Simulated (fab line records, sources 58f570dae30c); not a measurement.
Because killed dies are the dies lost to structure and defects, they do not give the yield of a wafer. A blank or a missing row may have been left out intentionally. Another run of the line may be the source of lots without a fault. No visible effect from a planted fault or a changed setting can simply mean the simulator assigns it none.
The tool behind it: which one? || flow berkeleyCmos170 || Sampling: 14 lots, 41 wafers, 2 of 331 route steps

## WHAT EACH GAUGE READ, for each wafer
UCB170_V1_CD_MEAS_12: the cd target is 700 nm. Usual: 699.6 nm for cdNm, sd 1.3.
{"lot": "L146", "measured": "day 6 23:41", "on": "cdSem-01", "cdNm (nm)": "701.5 701.1 699.7", "flag": ""}
{"lot": "L148", "measured": "day 7 12:31", "on": "cdSem-02", "cdNm (nm)": "699.2 699.4 699.5", "flag": ""}
{"lot": "L147", "measured": "day 7 12:46", "on": "cdSem-02", "cdNm (nm)": "699.8 698.7 699.4", "flag": ""}
{"lot": "L149", "measured": "day 8 01:25", "on": "cdSem-02", "cdNm (nm)": "698.3 698.8 699.2", "flag": ""}
{"lot": "L150", "measured": "day 8 11:23", "on": "cdSem-02", "cdNm (nm)": "698.4 697.8 699.3", "flag": ""}
{"lot": "L151", "measured": "day 8 11:41", "on": "cdSem-01", "cdNm (nm)": "699.0 700.0 699.3", "flag": ""}
{"lot": "L153", "measured": "day 9 05:44", "on": "cdSem-01", "cdNm (nm)": "700.5 701.9 700.9", "flag": ""}
{"lot": "L158", "measured": "day 9 21:36", "on": "cdSem-01", "cdNm (nm)": "697.4 697.4 697.8", "flag": ""}
{"lot": "L160", "measured": "day 10 10:39", "on": "cdSem-01", "cdNm (nm)": "715.8 716.1", "flag": "OFF"}
{"lot": "L161", "measured": "day 10 20:11", "on": "cdSem-02", "cdNm (nm)": "709.7 709.8 710.3", "flag": "OFF"}
{"lot": "L164", "measured": "day 11 01:20", "on": "cdSem-01", "cdNm (nm)": "698.3 698.5 700.5", "flag": ""}
{"lot": "L166", "measured": "day 11 14:02", "on": "cdSem-02", "cdNm (nm)": "699.3 698.7 697.7", "flag": ""}
{"lot": "L169", "measured": "day 12 05:22", "on": "cdSem-01", "cdNm (nm)": "698.2 698.2 697.2", "flag": ""}
{"lot": "L168", "measured": "day 12 05:22", "on": "cdSem-02", "cdNm (nm)": "700.0 700.4 700.2", "flag": ""}

## WHAT TOOL EACH LOT RAN ON (gives the tool, then ch and the chambers of the sampled wafers, and finally the start)
{"lot": "L146", "UCB170_V1_PEB_10": "lithoTrack-04 ch 0, day 6 23:25"}
{"lot": "L148", "UCB170_V1_PEB_10": "lithoTrack-04 ch 0, day 7 12:14"}
{"lot": "L147", "UCB170_V1_PEB_10": "lithoTrack-02 ch 0, day 7 12:30"}
{"lot": "L149", "UCB170_V1_PEB_10": "lithoTrack-04 ch 0, day 8 01:08"}
{"lot": "L150", "UCB170_V1_PEB_10": "lithoTrack-02 ch 0, day 8 11:07"}
{"lot": "L151", "UCB170_V1_PEB_10": "lithoTrack-01 ch 0, day 8 11:25"}
{"lot": "L153", "UCB170_V1_PEB_10": "lithoTrack-04 ch 0, day 9 05:28"}
{"lot": "L158", "UCB170_V1_PEB_10": "lithoTrack-02 ch 0, day 9 21:19"}
{"lot": "L160", "UCB170_V1_PEB_10": "lithoTrack-02 ch 0, day 10 10:24"}
{"lot": "L161", "UCB170_V1_PEB_10": "lithoTrack-02 ch 0, day 10 19:55"}
{"lot": "L164", "UCB170_V1_PEB_10": "lithoTrack-04 ch 0, day 11 01:03"}
{"lot": "L166", "UCB170_V1_PEB_10": "lithoTrack-01 ch 0, day 11 13:46"}
{"lot": "L169", "UCB170_V1_PEB_10": "lithoTrack-01 ch 0, day 12 05:05"}
{"lot": "L168", "UCB170_V1_PEB_10": "lithoTrack-04 ch 0, day 12 05:07"}
- UCB170_V1_PEB_10

## AS READ BY THE TOOLS THEMSELVES (means over the sampled wafers that have a number; for cases with no such wafer, the mark the record gives instead)
The record holds no such reading with a usual standard deviation.

## THE ANSWER, worked out from the rows above alone
Rule: take the mean of a lot's wafers that have a number; if it is more than 3 standard deviations from the usual mean, the lot is off. A lot without any number at a reading at which 4 lots or more have one is off too. All remaining lots with rows at the step are treated as sound. The gauges are gone through in route order, then the tools' own readings, and for those a lot's mean is taken as printed above. At the first step where some lot is off, the reading lying furthest off is the one used; lots without a number count as furthest.
Off: L160, L161, at UCB170_V1_CD_MEAS_12 (cdNm).
If a tool, at a process step before that reading, ran all the lots that are off and no sound lot after the first of them, it fits. Those tools and the gauges at UCB170_V1_CD_MEAS_12 are tried in the same way. One candidate fits, namely lithoTrack-02 at UCB170_V1_PEB_10. A fault onset in the window from L158 (day 9 21:19, its last sound lot) to L160 (day 10 10:24, its first lot off) fits.

## WHAT THE SIMULATOR PUT IN
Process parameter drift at UCB170_V1_PEB_10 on lithoTrack-02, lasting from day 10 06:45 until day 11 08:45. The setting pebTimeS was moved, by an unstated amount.
Lots struck among those shown: L160, L161. Same finding as the rule above.
